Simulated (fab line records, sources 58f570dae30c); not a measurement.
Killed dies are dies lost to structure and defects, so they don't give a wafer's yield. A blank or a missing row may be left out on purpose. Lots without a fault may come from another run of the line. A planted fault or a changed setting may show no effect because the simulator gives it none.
A sampling plan put to the test | flow berkeley_cmos170 | one fab line, 19 faults that these records tell of, each judged on the records of the lots that it struck
The plan is the line's own looks: the steps of the route at which a gauge or an inspection reads the wafer and doesn't change it. A look can be judged if struck wafers have a number there and the file gives its usual mean and standard deviation on fault-free wafers. Caught: at a look after the fault's first step, the mean of the struck wafers lies 4 or more of those standard deviations (sigma) from the usual mean. On the tool: the same test on the tool's own readings at the fault's steps. Another recipe on the struck wafers, or a record that is blank for them alone, also counts as caught.

THE FAULTS, as the simulator had put them in
1. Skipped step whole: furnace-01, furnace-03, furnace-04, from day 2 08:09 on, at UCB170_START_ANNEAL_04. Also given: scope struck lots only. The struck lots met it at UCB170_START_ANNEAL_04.
2. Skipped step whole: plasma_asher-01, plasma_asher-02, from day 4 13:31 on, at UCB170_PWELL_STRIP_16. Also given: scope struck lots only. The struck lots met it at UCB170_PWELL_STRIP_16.
3. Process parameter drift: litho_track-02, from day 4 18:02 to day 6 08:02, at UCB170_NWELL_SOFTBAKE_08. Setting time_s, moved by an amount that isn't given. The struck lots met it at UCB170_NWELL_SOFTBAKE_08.
4. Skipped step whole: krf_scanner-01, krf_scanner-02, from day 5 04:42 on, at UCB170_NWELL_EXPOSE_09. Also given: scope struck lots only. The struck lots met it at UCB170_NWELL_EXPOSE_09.
5. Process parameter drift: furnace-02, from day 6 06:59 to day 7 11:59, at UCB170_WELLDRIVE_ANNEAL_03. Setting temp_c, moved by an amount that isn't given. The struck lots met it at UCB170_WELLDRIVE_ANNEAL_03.
6. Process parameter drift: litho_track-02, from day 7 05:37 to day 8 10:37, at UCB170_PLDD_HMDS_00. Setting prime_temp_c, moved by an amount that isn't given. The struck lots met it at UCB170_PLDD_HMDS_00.
7. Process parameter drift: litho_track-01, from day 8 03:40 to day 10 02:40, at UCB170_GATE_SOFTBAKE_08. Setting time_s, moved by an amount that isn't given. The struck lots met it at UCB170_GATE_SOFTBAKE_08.
8. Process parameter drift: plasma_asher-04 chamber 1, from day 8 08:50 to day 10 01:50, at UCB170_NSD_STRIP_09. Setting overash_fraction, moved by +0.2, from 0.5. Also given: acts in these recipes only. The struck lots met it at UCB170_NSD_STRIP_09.
9. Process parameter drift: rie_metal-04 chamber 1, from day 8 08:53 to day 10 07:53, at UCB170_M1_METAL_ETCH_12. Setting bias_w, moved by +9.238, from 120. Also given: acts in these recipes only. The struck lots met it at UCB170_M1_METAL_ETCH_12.
10. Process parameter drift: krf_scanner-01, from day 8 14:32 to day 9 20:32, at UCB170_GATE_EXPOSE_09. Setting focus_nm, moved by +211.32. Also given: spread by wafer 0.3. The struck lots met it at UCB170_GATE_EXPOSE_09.
11. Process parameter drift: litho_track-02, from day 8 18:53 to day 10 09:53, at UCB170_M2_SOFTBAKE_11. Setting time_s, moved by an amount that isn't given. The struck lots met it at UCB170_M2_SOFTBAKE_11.
12. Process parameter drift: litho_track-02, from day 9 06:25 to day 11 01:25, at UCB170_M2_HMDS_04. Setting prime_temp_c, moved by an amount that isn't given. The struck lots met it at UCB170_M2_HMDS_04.
13. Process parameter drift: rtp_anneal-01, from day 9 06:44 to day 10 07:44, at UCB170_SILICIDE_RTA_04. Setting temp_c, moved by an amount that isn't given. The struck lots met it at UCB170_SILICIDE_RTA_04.
14. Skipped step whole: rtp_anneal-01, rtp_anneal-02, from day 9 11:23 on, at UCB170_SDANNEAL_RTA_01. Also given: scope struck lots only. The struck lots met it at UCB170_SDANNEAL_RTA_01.
15. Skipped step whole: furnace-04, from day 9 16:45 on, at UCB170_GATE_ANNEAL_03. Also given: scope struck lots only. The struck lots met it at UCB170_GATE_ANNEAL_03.
16. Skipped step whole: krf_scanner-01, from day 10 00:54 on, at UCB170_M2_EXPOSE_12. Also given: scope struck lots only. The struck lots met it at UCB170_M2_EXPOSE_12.
17. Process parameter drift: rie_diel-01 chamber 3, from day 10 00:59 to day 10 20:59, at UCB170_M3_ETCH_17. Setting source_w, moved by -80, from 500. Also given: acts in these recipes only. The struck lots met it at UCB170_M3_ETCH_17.
18. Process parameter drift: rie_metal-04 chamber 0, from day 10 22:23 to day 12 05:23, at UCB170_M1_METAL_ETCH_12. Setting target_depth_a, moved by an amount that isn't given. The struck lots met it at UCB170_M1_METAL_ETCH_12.
19. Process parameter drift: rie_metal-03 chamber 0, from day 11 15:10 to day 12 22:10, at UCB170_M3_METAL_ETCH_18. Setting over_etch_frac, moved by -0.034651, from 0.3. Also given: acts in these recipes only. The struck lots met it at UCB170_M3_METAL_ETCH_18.

WHAT THE PLAN SAW
fault | on the tool itself                               | first look that catches it                      | reading, sigma | median hours from its first step to that look | hours from the fault's start to the first struck lot there | judged looks passed uncaught
1     | the tool's record is blank for the struck wafers | no look after it can be judged                  | -              | -                                             | -                                                          | 0
2     | the tool's record is blank for the struck wafers | no look after it can be judged                  | -              | -                                             | -                                                          | 0
3     | run_length_s +16 sigma                           | none of the 2 looks that can be judged after it | -              | -                                             | -                                                          | 2
4     | no reading that can be judged                    | no look after it can be judged                  | -              | -                                             | -                                                          | 0
5     | tube_center_temp_C +99 or beyond sigma           | none of the 3 looks that can be judged after it | -              | -                                             | -                                                          | 3
6     | prime_temp_c -48 sigma                           | no look after it can be judged                  | -              | -                                             | -                                                          | 0
7     | run_length_s -11 sigma                           | no look after it can be judged                  | -              | -                                             | -                                                          | 0
8     | oes_product_au -7.3 sigma                        | not the one look that can be judged after it    | -              | -                                             | -                                                          | 1
9     | bias_w +25 sigma                                 | no look after it can be judged                  | -              | -                                             | -                                                          | 0
10    | exposure_dose_mJ_cm2 -4.8 sigma                  | no look after it can be judged                  | -              | -                                             | -                                                          | 0
11    | run_length_s -48 sigma                           | no look after it can be judged                  | -              | -                                             | -                                                          | 0
12    | prime_temp_c +22 sigma                           | not the one look that can be judged after it    | -              | -                                             | -                                                          | 1
13    | wafer_temp_C_max -20 sigma                       | none of the 2 looks that can be judged after it | -              | -                                             | -                                                          | 2
14    | the tool's record is blank for the struck wafers | no look after it can be judged                  | -              | -                                             | -                                                          | 0
15    | the tool's record is blank for the struck wafers | no look after it can be judged                  | -              | -                                             | -                                                          | 0
16    | no reading that can be judged                    | no look after it can be judged                  | -              | -                                             | -                                                          | 0
17    | rf_fwd_power_W -48 sigma                         | not the one look that can be judged after it    | -              | -                                             | -                                                          | 1
18    | oes_product_au +6.1 sigma                        | not the one look that can be judged after it    | -              | -                                             | -                                                          | 1
19    | under 2 sigma                                    | no look after it can be judged                  | -              | -                                             | -                                                          | 0
A dash: the fault isn't caught, or these records don't give the number.

Caught at a look: 0 of 19. Caught on the tool: 16 of 19. By one or the other: 16 of 19.
Caught on the tool alone: faults 1, 2, 3, 5, 6, 7, 8, 9, 10, 11, 12, 13, 14, 15, 17, 18.
Caught by neither: faults 4, 16, 19.
